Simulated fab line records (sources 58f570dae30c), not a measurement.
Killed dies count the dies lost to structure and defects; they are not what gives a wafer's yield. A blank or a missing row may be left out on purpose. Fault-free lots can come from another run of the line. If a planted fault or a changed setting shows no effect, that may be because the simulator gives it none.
Struck lot and sound lot, side by side ; flow berkeleyCmos170 ; 15 out of 331 route steps
Sound: wafers L237.1, L237.3, L237.6. Wafers struck: L244.1, L244.4, L244.6. The cause is given at the end.
Order at every step that has rows: each side's tool, ch and its chambers, its first start. Under that, the readings that differ: sound wafers ; struck wafers ; difference of the means ; sigmas: that difference in standard deviations of wafers without a fault.
alike: words and numbers the same on both sides, and readings whose means are apart by under 2 such deviations; not compared: readings that were withheld, readings missing a value for some wafer, numbers with overlapping values and no deviation given by the record, and bounds like >300 which may hide the same value.
A row with sigmas, a row that says differs or no value, or rows on one side alone: a step with any of these is where the two part. Numbers that have no deviation but don't overlap get no sigmas and don't part them. A reading that every wafer of one side lacks parts them only if that side has two wafers or more.

UCB170_V1_ETCH_14: etches SiO2 in CHF3/CF4/Ar, stops on Al, target depth 1250 nm, time 291 s.
  sound on rieDiel-04 ch 0,1,3, day 8 19:38; struck on rieDiel-01 ch 0,1,3, day 11 03:46
  alike: drypumpMotorCurrentA, oesProductAu, throttleValvePct
  not compared: rfHoursCounterH
UCB170_V1_STRIP_15: strips in O2.
  sound on plasmaAsher-03 ch 1, day 8 19:49; struck on plasmaAsher-03 ch 1, day 11 03:57
  alike: drypumpMotorCurrentA, oesProductAu, stripTimeToEndpointS
  not compared: rfHoursCounterH
UCB170_V1_CD_MEAS_90: target cd 700 nm.
  sound: cdSem-01 at day 8 19:55; struck: cdSem-02 at day 11 04:03
  alike: cdNm
then, 1 step without rows for these wafers: UCB170_M2_PRE_CLEAN_00 (preclean etch time 60 s).
UCB170_M2_SPUTTER_01: material Al, target thk 900 nm, time 120 s.
  sound: pvdSputter-03 at day 8 20:06; struck: pvdSputter-02 at day 11 04:14
  alike: chamberPressurePa, throttleValvePct
UCB170_M2_RS_MEAS_02: uses a four-point probe to measure.
  sound: filmMetro-01 at day 8 20:11; struck: filmMetro-04 at day 11 04:19
  alike: M2_AL_RS
UCB170_M2_THK_MEAS_03: measures by xrf.
  sound: filmMetro-01 at day 8 20:18; struck: filmMetro-04 at day 11 04:26
  alike: M2_AL_THK
then, 3 steps without rows for these wafers: UCB170_M2_HMDS_04 (prime time 60 s); UCB170_M2_COAT_05 (resist thk 900 nm); UCB170_M2_SOFTBAKE_06 (time 60 s).
UCB170_M2_STRIP_07: strips in O2.
  sound on plasmaAsher-01 ch 0,1, day 8 20:49; struck on plasmaAsher-02 ch 0,1, day 11 05:01
  alike: drypumpMotorCurrentA, oesProductAu, stripTimeToEndpointS
  not compared: rfHoursCounterH
then, 1 step without rows for these wafers: UCB170_M2_STRIP_08 (strips KrF in DMSO, time 600 s).
UCB170_M2_COAT_09:
  sound on lithoTrack-04 ch 0, day 8 21:13; struck on lithoTrack-03 ch 0, day 11 05:17
reading;sound;struck;difference;sigmas
spinSpeedRpm (rpm);3002.3 2999.4 3000.9;2862.0 2864.3 2861.8;-138.2;-86
  alike: exhaustPa
then, 1 step without rows for these wafers: UCB170_M2_COAT_10 (resist thk 900 nm).
UCB170_M3_PROBE_99:
  the record has rows for the struck wafers here (prober-02, day 11 12:55) and none for the sound ones

WHERE THEY PART
First at UCB170_M2_COAT_09; last, within this record, at UCB170_M3_PROBE_99.

WHY: what the simulator had put in
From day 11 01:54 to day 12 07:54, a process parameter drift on lithoTrack-03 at UCB170_M2_COAT_09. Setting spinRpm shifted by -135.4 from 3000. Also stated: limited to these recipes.
